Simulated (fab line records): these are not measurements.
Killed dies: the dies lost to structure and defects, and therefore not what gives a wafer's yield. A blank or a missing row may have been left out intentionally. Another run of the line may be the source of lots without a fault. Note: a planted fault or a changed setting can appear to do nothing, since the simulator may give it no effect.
Comparing a struck lot with a sound one	flow rit-cmos	14 steps out of a route of 202
Sound: wafers L129.1, L129.2, L129.4. The struck wafers were L133.1, L133.3, L133.4. At the end, the cause is stated.
For every step that has rows: the tool of each side, followed by ch and its chambers, followed by its first start. Under that, the readings that differ: sound wafers	struck wafers	difference of the means	sigmas: that difference in standard deviations of wafers without a fault.
alike: readings whose means differ by less than 2 such deviations, and words and numbers that are the same on both sides. not compared: withheld readings, readings that some wafer has no value for, bounds like >300 that may hide the same value, and numbers for which the record gives no deviation and whose values overlap.
Wherever a step has rows on one side only, a row that says differs or no value, or a row with sigmas, the two part there. When numbers do not overlap yet have no deviation, they are printed without sigmas and do not part them. A reading missing from all wafers of one side parts the sides only when that side holds two or more wafers.

RIT_PLDD_TW_MEAS_10:
  sound on film-metro-02, day 4 03:25; struck on film-metro-03, day 4 22:36
  alike: PLDD_TW
then, 4 steps without rows for these wafers: RIT_SPACER_CLEAN_00 (cleans in SC1, time 600 s); RIT_SPACER_CLEAN_01 (cleans in dHF, time 28.53 s); RIT_SPACER_CLEAN_02 (cleans in SC2, time 600 s); RIT_SPACER_CVD_03 (deposits Si3N4 from SiH2Cl2/NH3, target thk 250 nm, time 3300 s).
RIT_SPACER_THK_MEAS_04:
  sound on film-metro-01, day 4 05:48; struck on film-metro-01, day 5 00:57
  alike: SPACER_NITRIDE_THK
RIT_SPACER_ETCHBACK_05: etches Si3N4 in SF6/CHF3, stops on SiO2, target depth 250 nm, time 240 s.
  sound on rie-diel-04 ch 0,1,2, day 4 05:52; struck on rie-diel-03 ch 0,1,3, day 5 01:01
  alike: drypump-motor-current-A, oes-product-au, throttle-valve-pct
  not compared: rf-hours-counter-h
then, 5 steps without rows for these wafers: RIT_NSD_HMDS_00 (prime time 60 s); RIT_NSD_COAT_01 (resist thk 1000 nm); RIT_NSD_SOFTBAKE_02 (time 60 s); RIT_NSD_EXPOSE_03 (exposes mask M9, target cd 40700 nm); RIT_NSD_PEB_04.
RIT_NSD_DEVELOP_05: develop time 50 s.
  sound on litho-track-04 ch 0, day 4 06:00; struck on litho-track-03, day 5 01:00
  no value came back on the struck wafers for chill-plate-temp-C (C), develop-time-s (s), resist-line-temp-C (C); on the sound wafers chill-plate-temp-C (C) reads 23.02 22.94 22.99
RIT_NSD_OVL_MEAS_06:
  sound on overlay-01, day 4 07:04; struck on overlay-01, day 5 02:01
reading	sound	struck	difference	sigmas
NSD_OVL (nm)	-0.8 -2.6 -1.2	- - -	no value on the struck wafers	

== WHERE THEY PART ==
First at RIT_NSD_DEVELOP_05; last, within this record, at RIT_NSD_OVL_MEAS_06.

WHY: what had been put in by the simulator
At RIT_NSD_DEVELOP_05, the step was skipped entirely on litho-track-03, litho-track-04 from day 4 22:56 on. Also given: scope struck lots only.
